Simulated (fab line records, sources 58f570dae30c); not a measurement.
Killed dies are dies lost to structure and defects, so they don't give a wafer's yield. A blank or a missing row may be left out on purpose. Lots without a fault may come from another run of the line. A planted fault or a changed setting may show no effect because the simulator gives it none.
Which tool did it? | flow berkeley_cmos170 | 14 lots, 42 wafers sampled, at 2 steps of a route of 331

WHAT THE GAUGES READ, wafer by wafer
UCB170_PLDD_CD_MEAS_06: target cd 1200 nm.
lot  | measured     | on        | cd_nm (nm)
L766 | day 6 16:51  | cd_sem-01 | 1199.1 1200.2 1198.2
L767 | day 6 22:55  | cd_sem-02 | 1198.3 1198.5 1198.4
L769 | day 7 10:23  | cd_sem-01 | 1199.1 1197.7 1198.2
L771 | day 7 10:42  | cd_sem-01 | 1199.3 1199.3 1200.2
L768 | day 7 11:11  | cd_sem-01 | 1201.0 1201.2 1201.7
L774 | day 7 18:28  | cd_sem-01 | 1200.5 1199.6 1200.1
L772 | day 7 18:46  | cd_sem-02 | 1200.2 1200.4 1200.4
L773 | day 7 18:58  | cd_sem-02 | 1199.3 1200.4 1200.1
L776 | day 8 07:45  | cd_sem-01 | 1199.7 1200.7 1199.0
L775 | day 8 08:02  | cd_sem-01 | 1202.2 1202.3 1202.5
L778 | day 9 00:31  | cd_sem-02 | 1199.8 1201.5 1202.1
L782 | day 9 09:47  | cd_sem-02 | 1186.0 1186.0 1187.2
L780 | day 9 10:03  | cd_sem-02 | 1186.7 1187.9 1186.9
L787 | day 10 12:37 | cd_sem-01 | 1198.1 1197.9 1199.2

WHICH TOOL RAN EACH LOT (tool, then ch and the chambers of the sampled wafers, then the start)
lot  | UCB170_PLDD_SOFTBAKE_02
L766 | litho_track-02 ch 0, day 6 15:58
L767 | litho_track-01 ch 0, day 6 22:23
L769 | litho_track-04 ch 0, day 7 09:50
L771 | litho_track-01 ch 0, day 7 10:02
L768 | litho_track-01 ch 0, day 7 10:29
L774 | litho_track-04 ch 0, day 7 17:47
L772 | litho_track-01 ch 0, day 7 18:13
L773 | litho_track-04 ch 0, day 7 18:25
L776 | litho_track-01 ch 0, day 8 06:26
L775 | litho_track-01 ch 0, day 8 06:53
L778 | litho_track-02 ch 0, day 8 23:34
L782 | litho_track-02 ch 0, day 9 09:00
L780 | litho_track-02 ch 0, day 9 09:26
L787 | litho_track-01 ch 0, day 10 11:52
- UCB170_PLDD_SOFTBAKE_02: time 60 s.

WHAT THE TOOLS THEMSELVES READ (means of the sampled wafers that have a number; where no wafer has one, the mark that the record gives instead)
UCB170_PLDD_SOFTBAKE_02.
lot  | tool           | chill_plate_temp_C (C) | heater_power_total_W (W) | plate_temp_C (C)
L766 | litho_track-02 | 22.95                  | 56.82                    | 129.94
L767 | litho_track-01 | 23.02                  | 56.80                    | 130.00
L769 | litho_track-04 | 23.05                  | 56.80                    | 129.80
L771 | litho_track-01 | 22.82                  | 56.80                    | 130.21
L768 | litho_track-01 | 22.98                  | 56.77                    | 130.07
L774 | litho_track-04 | 22.90                  | 56.83                    | 129.89
L772 | litho_track-01 | 23.10                  | 56.77                    | 129.88
L773 | litho_track-04 | 22.88                  | 56.82                    | 130.01
L776 | litho_track-01 | 23.03                  | 56.75                    | 129.99
L775 | litho_track-01 | 23.09                  | 56.82                    | 129.88
L778 | litho_track-02 | 22.94                  | 56.76                    | 130.27
L782 | litho_track-02 | 23.10                  | 53.66                    | 124.55
L780 | litho_track-02 | 22.99                  | 53.61                    | 124.45
L787 | litho_track-01 | 22.98                  | 56.78                    | 130.17

THE ANSWER, worked out from the rows above alone
Rule: what is usual is taken from the lots themselves. Put in order of their means at a reading, lots are off if they are a third of the lots or fewer, leave a main group of 4 or more, and stand apart from it by a gap of 3 or more times the standard deviation of the main group's means; of several such gaps the widest counts. A main group whose means are all the same, to the digits that the tables above print for the reading, isn't used. A lot without any number at a reading at which 4 lots or more have one is off too. The other lots that the step has rows for count as sound. The gauges are gone through in route order, then the tools' own readings, and for those a lot's mean is taken as printed above. The first step at which some lot is off is used, and at that step the reading that is off furthest; a lot without a number counts as furthest.
Off: L782, L780, at UCB170_PLDD_CD_MEAS_06 (cd_nm). The main group: mean 1199.9 nm, standard deviation 1.2.
A tool fits if, at a process step before that reading, it ran every lot that is off, and no sound lot after the first of them. The gauges at UCB170_PLDD_CD_MEAS_06 aren't tried: what is off there is off at UCB170_PLDD_SOFTBAKE_02 too, on other tools, and a gauge's error can't cause that. One fits: litho_track-02 at UCB170_PLDD_SOFTBAKE_02. Its last sound lot is L778 (day 8 23:34), its first lot that is off L782 (day 9 09:00): a fault that began between those two fits.
The tool's own readings at UCB170_PLDD_SOFTBAKE_02 bear it out: on the lots that are off they differ by more than 5 times the standard deviation of the sound lots' means. heater_power_total_W reads 53.63 W there against 56.79 W on the sound lots; plate_temp_C reads 124.50 C there against 130.01 C on the sound lots.

WHAT THE SIMULATOR HAD PUT IN
Process parameter drift: litho_track-02, from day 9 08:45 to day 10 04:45, at UCB170_PLDD_SOFTBAKE_02. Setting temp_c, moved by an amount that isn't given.
Lots struck among those shown: L782, L780. The rule above found the same.
